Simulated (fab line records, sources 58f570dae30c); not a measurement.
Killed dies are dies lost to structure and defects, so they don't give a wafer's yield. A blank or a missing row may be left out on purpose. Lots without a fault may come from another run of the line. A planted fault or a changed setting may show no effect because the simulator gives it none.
Chamber matching | flow berkeley_cmos170 | UCB170_GATE_ETCH_15 on rie_si-01: 4 sister chambers
The step etches poly-Si in HBr/Cl2, stops on SiO2, time 56.3 s, target depth 278.2 nm. 8 wafers are shown with their chamber, then 7 later ones without.

WAFERS WITH THEIR CHAMBER
wafer  | chamber | throttle_valve_pct (%) | drypump_motor_current_A (A)
L610.6 | 2       | 26.93                  | 6.4
L611.2 | 2       | 26.94                  | 6.3
L611.4 | 0       | 26.55                  | 5.2
L617.1 | 1       | 26.64                  | 6.5
L617.2 | 0       | 26.56                  | 5.3
L617.6 | 3       | 26.96                  | 6.0
L627.2 | 3       | 26.97                  | 6.0
L627.5 | 1       | 26.62                  | 6.5

WAFERS WITHOUT THEIR CHAMBER
wafer  | throttle_valve_pct (%) | drypump_motor_current_A (A)
L627.6 | 26.57                  | 5.2
L629.1 | 26.97                  | 6.0
L629.2 | 26.56                  | 5.3
L629.5 | 26.62                  | 6.5
L632.1 | 26.56                  | 5.3
L632.2 | 26.86                  | 6.3
L632.6 | 26.62                  | 6.6

WHICH CHAMBER EACH WENT THROUGH
wafer  | from the rows above | in truth
L627.6 | 0                   | 0
L629.1 | 3                   | 3
L629.2 | 0                   | 0
L629.5 | 1                   | 1
L632.1 | 0                   | 0
L632.2 | 2                   | 2
L632.6 | 1                   | 1
Placed correctly: 7 of 7. Can't be placed from these rows: 0. Placed wrongly: 0.
How it was worked out, from the rows above alone: a wafer's distance from a chamber is the root of the sum, over the readings, of the square of ((its reading less the chamber's mean) divided by the reading's scatter). The wafer belongs to the nearest chamber; if the next one is less than 2 further off, it can't be placed. A chamber's mean is the mean of its shown wafers. The scatter: the root of (the sum of the squares of (reading less its chamber's mean) over the shown wafers, divided by (wafers less chambers)).
